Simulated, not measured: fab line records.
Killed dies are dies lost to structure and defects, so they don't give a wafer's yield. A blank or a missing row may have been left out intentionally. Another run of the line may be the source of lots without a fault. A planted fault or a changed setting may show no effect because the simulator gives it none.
fab line records + flow ritCmos
record
- lots=7
- wafers=21
- lastDay=7
route steps=202 shown PLDD@122 SPACER@125 NSD@131 M1@202
lots that met no fault: from a run of the same line without faults
startH: hours from the record's first day to the start of the lot's first wafer shown + waitH: how many hours have passed since the lot's step before this one + " identical to the entry in the row above + L1.1+2: several wafers, shown together as one row + - no value present, or no start provided + * or withheld: withheld + < > ~ a bound
route shown NAME@n: a module of which the file shows steps, and the number in the route of the first + usual: average and standard deviation across the fault-free wafers + same: alike in all rows + chamber/n: place in a boat + sites: per-site readings + _std_site: how widely they spread, as a standard deviation + _edge_site: mean of outer sites minus mean of inner sites + radiusMm: how far each site lies from the wafer's centre + mask NAME#n: copy n + behind: the last tool/chamber to shape the wafer + hold: why the lot went on hold/how many hours it stayed there/how the hold came to an end + device: whichever transistor did not switch (one of n, p or np) + end of line: the same wafers' tests at the end of the route + step lacking rows: just its recipe + killed: the dies lost at the first sort to structure and to defects; this is not the yield of the wafer + map: shows each die of a wafer: x if killed, . if not, _ if none is there
set.NAME: the setting as run; set.NAME@STEP: as run at that earlier step + model.NAME: the simulator's own value behind a step, which no gauge read
lots at some steps of the route; a table a step, a row a wafer
services: the hour from which a tool's chamber was out of use, counted from the record's first day as startH (under 0 if before that day), plus the number of hours and why
## steps
# step RIT_PLDD_IMPLANT_08
# recipe
- species=BF2
- energyKev=20
- doseCm2=9e+14
- tiltDeg=7
# step RIT_PLDD_STRIP_09
# recipe
- chemistry=O2
- timeS=180
- resist=NOVOLAK
- platenTempC=withheld
- powerW=500
- pressureMtorr=4000
- o2FlowSccm=4000
# usual
- drypumpMotorCurrentA=5.4/0.3
# same
- timeS=180
| lot.wafer | tool           | chamber | startH | waitH | drypumpMotorCurrentA | rfHoursCounterH |
|-----------|----------------|---------|--------|-------|----------------------|-----------------|
| L556.2    | plasmaAsher-04 | 1       | 77.58  | 0.1   | 5.5                  | 28              |
| L556.3    | "              | 1       | "      | "     | 5.5                  | -               |
| L556.5    | "              | 1       | "      | "     | 5.5                  | -               |
| L561.1    | plasmaAsher-02 | 1       | 102.47 | 0.1   | 5.7                  | 46              |
| L561.4    | "              | 0       | "      | "     | 5.3                  | -               |
| L561.5    | "              | 0       | "      | "     | 5.3                  | -               |
| L562.2    | plasmaAsher-03 | 0       | 107.50 | 0.1   | 5.9                  | 49              |
| L562.4    | "              | 1       | "      | "     | 5.5                  | -               |
| L562.5    | "              | 1       | "      | "     | 5.4                  | -               |
| L563.1    | plasmaAsher-04 | 1       | 113.50 | 0.1   | 5.5                  | 33              |
| L563.3    | "              | 0       | "      | "     | 4.9                  | -               |
| L563.6    | "              | 0       | "      | "     | 4.9                  | -               |
| L564.1    | plasmaAsher-02 | 1       | 119.21 | 0.1   | 5.7                  | 0               |
| L564.3    | "              | 1       | "      | "     | 5.7                  | -               |
| L564.4    | "              | 0       | "      | "     | 5.2                  | -               |
| L565.1    | plasmaAsher-02 | 0       | 123.34 | 0.1   | 5.3                  | 1               |
| L565.3    | "              | 1       | "      | "     | 5.7                  | -               |
| L565.4    | "              | 0       | "      | "     | 5.3                  | -               |
| L569.3    | plasmaAsher-02 | 0       | 144.11 | 0.1   | 5.3                  | -               |
| L569.4    | "              | 1       | "      | "     | 5.7                  | -               |
| L569.6    | "              | 1       | "      | "     | 5.7                  | -               |
# step RIT_PLDD_TW_MEAS_10
# usual
- PLDD_TW=2345/32
| lot.wafer | tool         | chamber | startH | waitH | PLDD_TW |
|-----------|--------------|---------|--------|-------|---------|
| L556.2    | filmMetro-02 | -       | 77.76  | 0.1   | 2388    |
| L556.3    | "            | -       | "      | "     | 2392    |
| L556.5    | "            | -       | "      | "     | 2387    |
| L561.1    | filmMetro-02 | -       | 102.65 | 0.1   | 2384    |
| L561.4    | "            | -       | "      | "     | 2396    |
| L561.5    | "            | -       | "      | "     | 2397    |
| L562.2    | filmMetro-04 | -       | 107.69 | 0.1   | 2317    |
| L562.4    | "            | -       | "      | "     | 2326    |
| L562.5    | "            | -       | "      | "     | 2325    |
| L563.1    | filmMetro-03 | -       | 113.68 | 0.1   | 2313    |
| L563.3    | "            | -       | "      | "     | 2333    |
| L563.6    | "            | -       | "      | "     | 2325    |
| L564.1    | filmMetro-03 | -       | 119.38 | 0.1   | 2333    |
| L564.3    | "            | -       | "      | "     | 2339    |
| L564.4    | "            | -       | "      | "     | 2320    |
| L565.1    | filmMetro-04 | -       | 123.52 | 0.1   | 2315    |
| L565.3    | "            | -       | "      | "     | 2309    |
| L565.4    | "            | -       | "      | "     | 2320    |
| L569.3    | filmMetro-02 | -       | 144.25 | 0.1   | 2396    |
| L569.4    | "            | -       | "      | "     | 2383    |
| L569.6    | "            | -       | "      | "     | 2384    |
# step RIT_SPACER_CLEAN_00
# recipe
- chemistry=SC1
- mix=3:3:50
- timeS=600
- tempC=75
# step RIT_SPACER_CLEAN_01
# recipe
- chemistry=dHF
- dilution=50:1
- timeS=30
# step RIT_SPACER_CLEAN_02
# recipe
- chemistry=SC2
- mix=3:3:50
- timeS=600
- tempC=75
- dry=n2Spin
# step RIT_SPACER_CVD_03
# recipe
- material=Si3N4
- targetThkNm=250
- tempC=810
- precursor=SiH2Cl2/NH3
- timeS=3300
- pressureMtorr=300
- sih2cl2FlowSccm=58.78
- nh3FlowSccm=150
# step RIT_SPACER_THK_MEAS_04
# recipe
- reads=Si3N4_of_SPACER_CVD_03
# usual
- SPACER_NITRIDE_THK=248.7/2.5
| lot.wafer | tool         | chamber | startH | waitH | SPACER_NITRIDE_THK[nm] |
|-----------|--------------|---------|--------|-------|------------------------|
| L556.2    | filmMetro-01 | -       | 80.11  | 0.0   | 253.2                  |
| L556.3    | "            | -       | "      | "     | 253.8                  |
| L556.5    | "            | -       | "      | "     | 250.4                  |
| L561.1    | filmMetro-03 | -       | 104.99 | 0.0   | 248.9                  |
| L561.4    | "            | -       | "      | "     | 248.2                  |
| L561.5    | "            | -       | "      | "     | 249.1                  |
| L562.2    | filmMetro-01 | -       | 110.03 | 0.0   | 251.9                  |
| L562.4    | "            | -       | "      | "     | 248.8                  |
| L562.5    | "            | -       | "      | "     | 251.9                  |
| L563.1    | filmMetro-01 | -       | 116.02 | 0.0   | 250.6                  |
| L563.3    | "            | -       | "      | "     | 251.2                  |
| L563.6    | "            | -       | "      | "     | 253.8                  |
| L564.1    | filmMetro-03 | -       | 121.73 | 0.0   | 247.5                  |
| L564.3    | "            | -       | "      | "     | 247.4                  |
| L564.4    | "            | -       | "      | "     | 247.1                  |
| L565.1    | filmMetro-01 | -       | 127.11 | 0.0   | 251.5                  |
| L565.3    | "            | -       | "      | "     | 249.0                  |
| L565.4    | "            | -       | "      | "     | 251.4                  |
| L569.3    | filmMetro-01 | -       | 146.59 | 0.0   | 243.6                  |
| L569.4    | "            | -       | "      | "     | 245.8                  |
| L569.6    | "            | -       | "      | "     | 242.7                  |
# step RIT_SPACER_ETCHBACK_05
# recipe
- targetDepthA=2500
- SF6_flow_sccm=30
- CHF3_flow_sccm=30
- target=Si3N4
- chemistry=SF6/CHF3
- pressureMtorr=40
- rfW=250
- timeS=240
- stopOn=SiO2
# usual
- drypumpMotorCurrentA=5.8/0.48
- oesProductAu=0.837/0.015
- throttleValvePct=10.31/0.093
# same
- timeS=240
| lot.wafer | tool       | chamber | startH | waitH | drypumpMotorCurrentA | oesProductAu | rfHoursCounterH | throttleValvePct |
|-----------|------------|---------|--------|-------|----------------------|--------------|-----------------|------------------|
| L556.2    | rieDiel-01 | 3       | 80.16  | 0.0   | 5.2                  | 0.837        | 84              | 10.46            |
| L556.3    | "          | 1       | "      | "     | 5.3                  | 0.852        | 25              | 10.13            |
| L556.5    | "          | 0       | "      | "     | 5.6                  | 0.853        | -               | 10.35            |
| L561.1    | rieDiel-01 | 0       | 105.05 | 0.1   | 5.6                  | 0.839        | 121             | 10.34            |
| L561.4    | "          | 3       | "      | "     | 5.2                  | 0.822        | 85              | 10.46            |
| L561.5    | "          | 0       | "      | "     | 5.6                  | 0.842        | -               | 10.36            |
| L562.2    | rieDiel-02 | 2       | 110.08 | 0.0   | 6.3                  | 0.859        | 50              | 10.35            |
| L562.4    | "          | 3       | "      | "     | 5.7                  | 0.819        | 8               | 10.32            |
| L562.5    | "          | 1       | "      | "     | 6.5                  | 0.866        | -               | 10.33            |
| L563.1    | rieDiel-03 | 1       | 116.08 | 0.1   | 6.3                  | 0.841        | 84              | 10.31            |
| L563.3    | "          | 0       | "      | "     | 5.7                  | 0.841        | 2               | 10.26            |
| L563.6    | "          | 0       | "      | "     | 5.7                  | 0.847        | -               | 10.27            |
| L564.1    | rieDiel-03 | 2       | 121.79 | 0.1   | 5.5                  | 0.823        | 7               | 10.29            |
| L564.3    | "          | 3       | "      | "     | 5.7                  | 0.815        | 125             | 10.32            |
| L564.4    | "          | 1       | "      | "     | 6.3                  | 0.831        | 85              | 10.32            |
| L565.1    | rieDiel-02 | 3       | 127.17 | 0.1   | 5.7                  | 0.829        | 8               | 10.30            |
| L565.3    | "          | 2       | "      | "     | 6.3                  | 0.857        | 50              | 10.37            |
| L565.4    | "          | 3       | "      | "     | 5.7                  | 0.822        | -               | 10.29            |
| L569.3    | rieDiel-02 | 0       | 146.63 | 0.0   | 4.9                  | 0.811        | 141             | 10.08            |
| L569.4    | "          | 2       | "      | "     | 6.3                  | 0.847        | 51              | 10.38            |
| L569.6    | "          | 3       | "      | "     | 5.7                  | 0.807        | -               | 10.29            |
# step RIT_NSD_HMDS_00
# recipe
- primeTimeS=60
- primeTempC=140
# step RIT_NSD_COAT_01
# recipe
- resist=NOVOLAK
- spinRpm=3250
- resistThkNm=1000
# step RIT_NSD_SOFTBAKE_02
# recipe
- resist=NOVOLAK
- tempC=90
- timeS=60
# step RIT_NSD_EXPOSE_03
# recipe
- maskId=M9
- na=0.57
- targetCdNm=40700
- doseMj=250
| lot.wafer  | tool            | chamber | startH | waitH | mask | model.NSD.overlayXNm |
|------------|-----------------|---------|--------|-------|------|----------------------|
| L556.2+3+5 | ilineStepper-02 | 0       | 80.85  | 0.1   | M9#0 | -1.356               |
| L561.1+4+5 | ilineStepper-02 | 0       | 105.78 | 0.2   | M9#0 | 1.303                |
| L562.2+4+5 | ilineStepper-02 | 0       | 110.70 | 0.1   | M9#0 | 359.8                |
| L563.1+3+6 | ilineStepper-02 | 0       | 116.68 | 0.1   | M9#0 | 359.4                |
| L564.1+3+4 | ilineStepper-01 | 0       | 122.51 | 0.2   | M9#0 | 2.328                |
| L565.1+3+4 | ilineStepper-01 | 0       | 127.77 | 0.1   | M9#0 | 3.024                |
| L569.3+4+6 | ilineStepper-02 | 0       | 147.40 | 0.2   | M9#0 | 358.5                |
# step RIT_NSD_PEB_04
# recipe
- resist=NOVOLAK
- tempC=withheld
- timeS=withheld
# step RIT_NSD_DEVELOP_05
# recipe
- resist=NOVOLAK
- developTimeS=50
- devTempC=23
# step RIT_NSD_OVL_MEAS_06
# usual
- NSD_OVL=0.2/1.5
| lot.wafer | tool       | chamber | startH | waitH | NSD_OVL[nm] |
|-----------|------------|---------|--------|-------|-------------|
| L556.2    | overlay-01 | -       | 81.24  | -     | 0.6         |
| L556.3    | "          | -       | "      | "     | -1.4        |
| L556.5    | "          | -       | "      | "     | -1.6        |
| L561.1    | overlay-02 | -       | 106.18 | -     | 1.8         |
| L561.4    | "          | -       | "      | "     | 2.0         |
| L561.5    | "          | -       | "      | "     | 0.2         |
| L562.2    | overlay-01 | -       | 111.08 | -     | 357.0       |
| L562.4    | "          | -       | "      | "     | 359.1       |
| L562.5    | "          | -       | "      | "     | 357.9       |
| L563.1    | overlay-02 | -       | 117.08 | -     | 359.2       |
| L563.3    | "          | -       | "      | "     | 359.3       |
| L563.6    | "          | -       | "      | "     | 359.3       |
| L564.1    | overlay-02 | -       | 122.91 | -     | 4.2         |
| L564.3    | "          | -       | "      | "     | 1.1         |
| L564.4    | "          | -       | "      | "     | 1.0         |
| L565.1    | overlay-02 | -       | 128.17 | -     | 1.2         |
| L565.3    | "          | -       | "      | "     | 2.7         |
| L565.4    | "          | -       | "      | "     | 3.1         |
| L569.3    | overlay-02 | -       | 147.77 | -     | 359.3       |
| L569.4    | "          | -       | "      | "     | 358.7       |
| L569.6    | "          | -       | "      | "     | 360.5       |
# step RIT_NSD_HARDBAKE_07
# recipe
- resist=NOVOLAK
- tempC=140
- timeS=60
# step RIT_M1_PROBE_99
# usual
- killedAtContacts=0.1/0.24
- killedAtFrontEnd=7.1/2.8
- killedDies=7.2/2.8
- killedOpen=3.6/2.1
- killedShort=3.6/1.9
# same
- grossDies=264
- killed_at_M0_to_M3=0
- killed_at_M4_up=0
- killedAtBackSide=0
- killedAtOther=0
| lot.wafer | tool      | chamber | startH | waitH | killedAtContacts | killedAtFrontEnd | killedDies | killedOpen | killedShort | model.etest.selectEdgeDiodeN.overLimit |
|-----------|-----------|---------|--------|-------|------------------|------------------|------------|------------|-------------|----------------------------------------|
| L556.2    | prober-02 | -       | 91.11  | 0.1   | 0                | 8                | 8          | 4          | 4           | 0                                      |
| L556.3    | prober-02 | -       | 91.16  | 0.2   | 0                | 7                | 7          | 5          | 2           | 0                                      |
| L556.5    | prober-02 | -       | 91.26  | 0.2   | 0                | 4                | 4          | 3          | 1           | 0                                      |
| L561.1    | prober-02 | -       | 116.27 | 0.1   | 1                | 10               | 11         | 9          | 2           | 0                                      |
| L561.4    | prober-02 | -       | 116.42 | 0.2   | 0                | 9                | 9          | 4          | 5           | 0                                      |
| L561.5    | prober-02 | -       | 116.47 | 0.2   | 0                | 11               | 11         | 3          | 8           | 0                                      |
| L562.2    | prober-01 | -       | 121.37 | 0.1   | 0                | 9                | 9          | 2          | 7           | 1                                      |
| L562.4    | prober-01 | -       | 121.47 | 0.2   | 0                | 6                | 6          | 4          | 2           | 1                                      |
| L562.5    | prober-01 | -       | 121.52 | 0.2   | 0                | 9                | 9          | 5          | 4           | 1                                      |
| L563.1    | prober-02 | -       | 127.81 | 0.1   | 0                | 8                | 8          | 3          | 5           | 1                                      |
| L563.3    | prober-02 | -       | 127.91 | 0.2   | 0                | 17               | 17         | 10         | 7           | 1                                      |
| L563.6    | prober-02 | -       | 128.06 | 0.2   | 0                | 8                | 8          | 7          | 1           | 1                                      |
| L564.1    | prober-01 | -       | 133.09 | 0.1   | 0                | 5                | 5          | 1          | 4           | 0                                      |
| L564.3    | prober-01 | -       | 133.19 | 0.2   | 0                | 6                | 6          | 6          | 0           | 0                                      |
| L564.4    | prober-01 | -       | 133.24 | 0.2   | 0                | 10               | 10         | 4          | 6           | 0                                      |
| L565.1    | prober-02 | -       | 138.02 | 0.1   | 0                | 3                | 3          | 3          | 0           | 0                                      |
| L565.3    | prober-02 | -       | 138.12 | 0.2   | 0                | 4                | 4          | 0          | 4           | 0                                      |
| L565.4    | prober-02 | -       | 138.17 | 0.2   | 0                | 7                | 7          | 2          | 5           | 0                                      |
| L569.3    | prober-02 | -       | 157.65 | 0.2   | 0                | 7                | 7          | 4          | 3           | 1                                      |
| L569.4    | prober-02 | -       | 157.70 | 0.2   | 0                | 6                | 6          | 5          | 1           | 1                                      |
| L569.6    | prober-02 | -       | 157.80 | 0.2   | 0                | 9                | 9          | 4          | 5           | 1                                      |
# killed by level:class
L556.2 FOX1:geometricParticle:short=2 GATE:geometricParticle:short=2 GATE:geometricParticle:open=2 SPACER:geometricParticle:open=2
L556.3 REOX:geometricParticle:open=3 FOX1:geometricParticle:short=2 FOX1:geometricParticle:open=1 GATE:geometricParticle:open=1
L556.5 GATE:geometricParticle:open=2 FOX1:geometricParticle:open=1 SILICIDE:geometricParticle:short=1
L561.1 FOX1:geometricParticle:open=5 GATE:geometricParticle:short=1 REOX:geometricParticle:open=1 REOX:geometricParticle:short=1 SPACER:geometricParticle:open=1 SILICIDE:geometricParticle:open=1 CONTACT:geometricParticle:open=1
L561.4 GATE:geometricParticle:short=2 SILICIDE:geometricParticle:short=2 SILICIDE:geometricParticle:open=2 FOX2:geometricParticle:short=1 FOX2:geometricParticle:open=1 GATE:geometricParticle:open=1
L561.5 SILICIDE:geometricParticle:open=3 SILICIDE:geometricParticle:short=3 FOX2:geometricParticle:short=2 FOX1:geometricParticle:short=1 REOX:geometricParticle:short=1 SPACER:geometricParticle:short=1
L562.2 GATE:geometricParticle:short=3 FOX2:geometricParticle:short=2 GATE:geometricParticle:open=1 REOX:geometricParticle:open=1 REOX:geometricParticle:short=1 SPACER:geometricParticle:short=1
L562.4 FOX1:geometricParticle:short=1 GATE:geometricParticle:open=1 REOX:geometricParticle:open=1 REOX:geometricParticle:short=1 SPACER:geometricParticle:open=1 SILICIDE:geometricParticle:open=1
L562.5 SPACER:geometricParticle:open=3 GATE:geometricParticle:open=2 SPACER:geometricParticle:short=2 FOX1:geometricParticle:short=1 GATE:geometricParticle:short=1
L563.1 REOX:geometricParticle:short=4 GATE:geometricParticle:open=2 GATE:geometricParticle:short=1 SILICIDE:geometricParticle:open=1
L563.3 GATE:geometricParticle:open=5 FOX1:geometricParticle:open=3 FOX1:geometricParticle:short=3 SILICIDE:geometricParticle:open=2 SILICIDE:geometricParticle:short=2 GATE:geometricParticle:short=1 REOX:geometricParticle:short=1
L563.6 GATE:geometricParticle:open=4 REOX:geometricParticle:open=2 FOX1:geometricParticle:open=1 GATE:geometricParticle:short=1
L564.1 GATE:geometricParticle:short=2 FOX2:geometricParticle:short=1 GATE:geometricParticle:open=1 REOX:geometricParticle:short=1
L564.3 ACTIVE:geometricParticle:open=2 SILICIDE:geometricParticle:open=2 FOX1:geometricParticle:open=1 GATE:geometricParticle:open=1
L564.4 GATE:geometricParticle:open=4 GATE:geometricParticle:short=2 SPACER:geometricParticle:short=2 FOX1:geometricParticle:short=1 REOX:geometricParticle:short=1
L565.1 FOX1:geometricParticle:open=1 SPACER:geometricParticle:open=1 SILICIDE:geometricParticle:open=1
L565.3 FOX1:geometricParticle:short=1 REOX:geometricParticle:short=1 SPACER:geometricParticle:short=1 SILICIDE:geometricParticle:short=1
L565.4 FOX1:geometricParticle:short=2 FOX1:geometricParticle:open=1 GATE:geometricParticle:open=1 REOX:geometricParticle:short=1 SPACER:geometricParticle:short=1 SILICIDE:geometricParticle:short=1
L569.3 GATE:geometricParticle:open=2 SILICIDE:geometricParticle:open=2 FOX2:geometricParticle:short=1 SPACER:geometricParticle:short=1 SILICIDE:geometricParticle:short=1
L569.4 SILICIDE:geometricParticle:open=3 SPACER:geometricParticle:open=2 FOX2:geometricParticle:short=1
L569.6 FOX2:geometricParticle:short=2 REOX:geometricParticle:open=2 SPACER:geometricParticle:short=2 FOX1:geometricParticle:short=1 FOX2:geometricParticle:open=1 GATE:geometricParticle:open=1
## services
| tool            | chamber | startH | hours | kind                   |
|-----------------|---------|--------|-------|------------------------|
| plasmaAsher-04  | -       | 55.52  | 12.9  | repair                 |
| ilineStepper-01 | -       | 57.26  | 2.1   | pm                     |
| ilineStepper-01 | -       | 59.34  | -     | consumableReplace:lamp |
| rieDiel-02      | 3       | 86.45  | 1.7   | repair                 |
| rieDiel-02      | 3       | 96.32  | 2.8   | repair                 |
| plasmaAsher-03  | -       | 96.68  | 6.2   | repair                 |
| rieDiel-03      | 0       | 99.66  | 7.5   | repair                 |
| plasmaAsher-02  | -       | 108.75 | 9.0   | pm                     |
| plasmaAsher-02  | 0       | 108.75 | 9.0   | ventCycle              |
| plasmaAsher-02  | 1       | 108.75 | 9.0   | ventCycle              |
| plasmaAsher-02  | 0       | 117.75 | -     | clean                  |
| plasmaAsher-02  | 1       | 117.75 | -     | clean                  |
| rieDiel-01      | 3       | 118.27 | 4.3   | repair                 |
| rieDiel-02      | 0       | 120.36 | 8.5   | repair                 |
## key
firstSign
- step=RIT_NSD_OVL_MEAS_06
- reading=NSD_OVL
- direction=up
- sigmas=99+
- usual=0.2
- struck=358.9
effect none on later readings
modelEffect
- step=RIT_NSD_EXPOSE_03
- value=NSD.overlayXNm
- without=-0.7749
- struck=359.2
modelEffect
- step=RIT_M1_PROBE_99
- value=etest.selectEdgeDiodeN.overLimit
- without=0
- struck=1
metAt RIT_NSD_EXPOSE_03
struckWafers L562.2,L562.4,L562.5,L563.1,L563.3,L563.6,L569.3,L569.4,L569.6
testerLeftOut L562,L563,L569
onsetBetween 105.78 110.70
fault
- kind=scannerMatchingOverlay
- tool=ilineStepper-02
- chamber=-
- onsetH=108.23
- steps=RIT_NSD_EXPOSE_03
- offset=360
# testerLeftOut: of these lots the tester's yield and bins aren't shown, on N5 and GAA mostly nor the transistor test; their killed dies are dies lost to structure and defects alone, not to doping, threshold or leakage, so they don't give the yield
